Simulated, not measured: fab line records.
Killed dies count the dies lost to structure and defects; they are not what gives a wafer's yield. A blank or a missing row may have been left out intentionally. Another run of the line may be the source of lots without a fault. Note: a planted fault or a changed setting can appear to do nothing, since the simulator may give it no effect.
Problem report, 8D (eight disciplines) form, completed by code | flow rit-cmos | the parts of the form that need people (team, actions taken, sign-off) are left out

## 1. PROBLEM STATEMENT
spin-speed-rpm at RIT_ACTIVE_COAT_06 reads a mean of 3524.5 rpm on 9 wafers of 3 lots; wafers without a fault read 3249.7 rpm with a standard deviation of 2.8. That puts it +98 standard deviations away from the usual mean.
The step: resist thk 1000 nm.
The first sign was on wafer L851.3 at day 5 08:50, on litho-track-02. At this step, 21 wafers from 7 lots have a number in the record. Rule for "out", or "out of limits": more than 4 standard deviations from the usual mean. The other wafers with a number count as sound.

## 2. WHAT IT IS, AND WHAT IT ISN'T
question                    | is                     | is not
which readings at this step | spin-speed-rpm         | resist-line-temp-C
which lots                  | L851, L852, L853       | L843, L848, L854, L856
which wafers of those lots  | all that have a number | -
read on which tools         | litho-track-02         | litho-track-03, litho-track-04
when                        | from day 5 08:50       | up to then (6 sound wafers); but 6 sound wafers of L854, L856 came after

## 3. SUSPECTS, AND WHAT RULES EACH OUT
Counting: any tool at a process step up to the reading is kept as a suspect provided that every lot that is out went through it and no sound lot did after the first of them.
- litho-track-02 at RIT_ACTIVE_COAT_06 (resist thk 1000 nm): kept. Every lot that is out went through it, starting with L851 (day 5 08:50), and after that it ran no sound lot; the last sound lot it ran before then is L843 (day 3 18:34). On those wafers its own readings are out: spin-speed-rpm.
After counting, what remains is litho-track-02 at RIT_ACTIVE_COAT_06.

## 4. THE CAUSE (what the simulator had put in)
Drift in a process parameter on litho-track-02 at RIT_ACTIVE_COAT_06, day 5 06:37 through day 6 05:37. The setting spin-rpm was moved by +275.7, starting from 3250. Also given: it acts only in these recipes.
Only this tool survived the counting.

## 5. SEQUENCE OF EFFECTS, ordered by route
Rows list readings where the struck wafers' mean (over those with a number) sits beyond 3 standard deviations from the usual. Only readings for which the record gives a usual standard deviation are gone through. hours: the time from each lot's start at the first step in this table that gives one to its start at this step, as a median over the lots. sigmas: the change in usual standard deviations.
hours | step               | reading        | usual      | on struck wafers | change | sigmas
0     | RIT_ACTIVE_COAT_06 | spin-speed-rpm | 3249.7 rpm | 3524.5           | +274.8 | +98
The process steps in it:
- RIT_ACTIVE_COAT_06: resist thk 1000 nm.
Later steps that measure or inspect, where all struck wafers having a row at the step show a number for every such reading and not one has moved that far: RIT_ACTIVE_CD_MEAS_11.

## 6. WHAT WOULD HAVE CAUGHT IT SOONER
In this record the first reading out of limits was taken at day 5 08:50, 2 hours after the fault began at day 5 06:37.
